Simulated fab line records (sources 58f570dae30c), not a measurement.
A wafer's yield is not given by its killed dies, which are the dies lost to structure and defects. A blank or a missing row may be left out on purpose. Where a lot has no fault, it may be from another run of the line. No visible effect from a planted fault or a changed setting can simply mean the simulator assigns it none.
One fault seen from 2 desks + flow berkeley_cmos170 + each desk has only its own numbers; what lay behind them comes last

## FROM THE METROLOGY DESK
Means of the sampled wafers that have a number, per lot and without regard to the tool the lot ran on: this is what the gauges read. The brackets show how far a lot's mean lies from the usual mean; more than 4 standard deviations puts the lot out of limits, marked OUT.
Columns: A = FIELD_OXIDE_LEFT_2_THK at UCB170_FIELD_THK_MEAS_91, usual 350 nm
| lot  | first seen here | A              |
|------|-----------------|----------------|
| L536 | day 6 02:56     | 339            |
| L538 | day 6 21:28     | 365            |
| L539 | day 7 04:10     | 357            |
| L543 | day 8 00:14     | 401 (+5.3) OUT |
| L542 | day 8 00:35     | 387            |
| L545 | day 8 06:08     | 350            |
| L547 | day 8 06:25     | 345            |
| L553 | day 9 15:04     | 334            |
| L550 | day 9 15:29     | 345            |
| L551 | day 9 15:56     | 349            |
| L552 | day 9 16:13     | 346            |
| L555 | day 10 12:09    | 355            |
| L558 | day 10 19:20    | 361            |
| L557 | day 10 19:45    | 361            |
Per this desk, out of limits: L543; the first was L543, day 8 00:14 (FIELD_OXIDE_LEFT_2_THK at UCB170_FIELD_THK_MEAS_91). Within limits: L536, L538, L539, L542, L545, L547, L553, L550, L551, L552, L555, L558, L557.

## AT THE TOOL OWNER'S DESK: wet_bench-04
The tool's own readings at UCB170_GATE_WET_ETCH_00 (etches SiO2 in dHF, time 200 s): means of the sampled wafers that have a number, for each lot that ran on this tool. The brackets show how far a lot's mean lies from the usual mean; more than 4 standard deviations puts the lot out of limits, marked OUT.
Columns: A = bath_heat_duty_pct at UCB170_GATE_WET_ETCH_00, usual 6.2 %; B = run_length_s at UCB170_GATE_WET_ETCH_00, usual 229 s
| lot  | first seen here | A   | B   |
|------|-----------------|-----|-----|
| L536 | day 6 02:52     | 7.0 | 235 |
| L545 | day 8 06:02     | 6.8 | 227 |
| L547 | day 8 06:19     | 6.5 | 227 |
| L553 | day 9 15:00     | 6.7 | 228 |
Result from this desk: across the 4 lots, nothing is out of limits.

## TAKEN TOGETHER
On L543, the metrology desk was in a position to raise an alarm at day 8 00:14.
The tool owner's desk saw nothing out of limits.
The tool owner's desk has no number on record for L543.
All the named lots went through UCB170_GATE_WET_ETCH_00 on wet_bench-04.

## WHAT HAD BEEN PUT IN BY THE SIMULATOR
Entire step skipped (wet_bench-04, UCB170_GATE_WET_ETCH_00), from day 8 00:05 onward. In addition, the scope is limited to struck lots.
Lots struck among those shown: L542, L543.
Delay in hours, fault start to first out-of-limits reading, per desk: metrology desk 0.
